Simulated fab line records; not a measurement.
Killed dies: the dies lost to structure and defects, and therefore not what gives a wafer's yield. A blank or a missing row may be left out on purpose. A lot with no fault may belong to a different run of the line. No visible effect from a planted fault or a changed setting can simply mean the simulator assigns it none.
A lot that was struck, set against a sound lot -- flow rit cmos -- 27 steps out of a route of 202
Sound: wafers L597.2, L597.5, L597.6. Struck: wafer L609.1 (left out: L609.4, L609.5 of the same lot, which were not struck); the cause appears at the end.
Order at every step that has rows: each side's tool, ch and its chambers, its first start. Under that, the readings that differ: sound wafers -- struck wafers -- difference of the means -- sigmas: that difference in standard deviations of wafers without a fault.
alike: same words and numbers on both sides, and readings whose means sit less than 2 such deviations apart. not compared: any withheld reading, any reading some wafer has no value for, any bound like >300 that may hide the same value, and any number with overlapping values for which the record gives no deviation.
Wherever a step has rows on one side only, a row that says differs or no value, or a row with sigmas, the two part there. Numbers that have no deviation but don't overlap get no sigmas and don't part them. A reading that every wafer of one side lacks parts them only if that side has two wafers or more.

first, 4 steps without rows for these wafers: RIT_CONTACT_SOFTBAKE_04 (time 60 s); RIT_CONTACT_EXPOSE_05 (exposes mask M11, target cd 1000 nm); RIT_CONTACT_PEB_06; RIT_CONTACT_DEVELOP_07 (develop time 120 s).
RIT_CONTACT_CD_MEAS_08 targets a cd of 1000 nm.
  sound on cd sem-02 at day 3 18:40; struck on cd sem-01 at day 6 11:05
  alike: cd nm
RIT_CONTACT_OVL_MEAS_09:
  sound on overlay-02 at day 3 18:47; struck on overlay-02 at day 6 11:13
reading,sound,struck,difference,sigmas
CONTACT_OVL (nm),1.5 1.7 1.1,-1.9,-3.3,-2
then, 1 step without rows for these wafers: RIT_CONTACT_HARDBAKE_10 (time 60 s).
RIT_CONTACT_ETCH_11: etches SiO2 in CHF3/CF4/Ar, stops on TiSi2, target depth 480 nm, time 320 s.
  sound on rie diel-03 ch 1,2,3, day 3 18:58; struck on rie diel-03 ch 2, day 6 11:24
  alike: drypump motor current A, oes product au, throttle valve pct
  not compared: rf hours counter h
RIT_CONTACT_STRIP_12: strips in O2, time 180 s.
  sound on plasma asher-02 ch 0,1, day 3 19:09; struck on plasma asher-02 ch 1, day 6 11:35
  alike: drypump motor current A
  not compared: rf hours counter h
RIT_CONTACT_CD_MEAS_90 targets a cd of 1000 nm.
  sound on cd sem-02 at day 3 19:21; struck on cd sem-02 at day 6 11:46
reading,sound,struck,difference,sigmas
cd nm (nm),997.4 998.2 1000.3,1003.3,+4.7,+2
then, 2 steps without rows for these wafers: RIT_CONTACT_CLEAN_13 (cleans in SC1, time 600 s); RIT_CONTACT_CLEAN_14 (cleans in SC2, time 600 s).
RIT_M1_SPUTTER_00: material Al, target thk 400 nm, time 500 s.
  sound on pvd sputter-02 at day 3 19:49; struck on pvd sputter-02 at day 6 12:15
reading,sound,struck,difference,sigmas
model.Al_of_M1_SPUTTER_00.thk nm (nm),401.1 399.5 397.6,446.7,+47.3,
  alike: throttle valve pct
RIT_M1_RS_MEAS_01: uses a four-point probe to measure.
  sound on film metro-04 at day 3 20:08; struck on film metro-03 at day 6 12:33
reading,sound,struck,difference,sigmas
M1_AL_RS (ohm/sq),0.0731 0.0734 0.0737,0.0656,-0.0078,-13
RIT_M1_THK_MEAS_02: measures by xrf.
  sound on film metro-04 at day 3 20:14; struck on film metro-03 at day 6 12:40
reading,sound,struck,difference,sigmas
M1_AL_THK (nm),399 394 394,441,+45,+11
then, 6 steps without rows for these wafers: RIT_M1_HMDS_03 (prime time 60 s); RIT_M1_COAT_04 (resist thk 1300 nm); RIT_M1_SOFTBAKE_05 (time 60 s); RIT_M1_EXPOSE_06 (exposes mask M12, target cd 2600 nm); RIT_M1_PEB_07; RIT_M1_DEVELOP_08 (develop time 68.94 s).
RIT_M1_CD_MEAS_09 targets a cd of 2600 nm.
  sound on cd sem-02 at day 3 21:22; struck on cd sem-01 at day 6 13:37
  alike: cd nm
RIT_M1_OVL_MEAS_10:
  sound on overlay-01 at day 3 21:29; struck on overlay-01 at day 6 13:44
  alike: M1_OVL
then, 1 step without rows for these wafers: RIT_M1_HARDBAKE_11 (time 120 s).
RIT_M1_METAL_ETCH_12: etches Al in Cl2/BCl3, stops on SiO2, time 165 s, target depth 600 nm.
  sound on rie metal-01 ch 0,1, day 3 21:46; struck on rie metal-01 ch 1, day 6 14:01
reading,sound,struck,difference,sigmas
oes product au (a.u.),0.806 0.776 0.799,0.844,+0.050,+4
  alike: drypump motor current A, throttle valve pct
  not compared: rf hours counter h
then, 1 step without rows for these wafers: RIT_M1_STRIP_13 (strips in nmp, time 600 s).
RIT_M1_PROBE_99:
  sound on prober-01 at day 4 00:05; struck on prober-01 at day 6 16:17
reading,sound,struck,difference,sigmas
model.etest.m1.rs ohm sq,0.07221 0.07279 0.07363,0.06477,-0.00811,
  alike: defect limited yield, killed_at_M0_to_M3, killed at contacts, killed at front end, killed dies, killed open, killed short, sort_bin_3_pad_short, sort_bin_5_function, sort_bin_6_memory, sort n pass, sort yield pct

WHERE THEY PART
At RIT_CONTACT_OVL_MEAS_09 first; at RIT_M1_METAL_ETCH_12 last (within this record only). Later steps at which nothing parts them and some readings are alike: RIT_M1_PROBE_99.

WHY: whatever the simulator had introduced
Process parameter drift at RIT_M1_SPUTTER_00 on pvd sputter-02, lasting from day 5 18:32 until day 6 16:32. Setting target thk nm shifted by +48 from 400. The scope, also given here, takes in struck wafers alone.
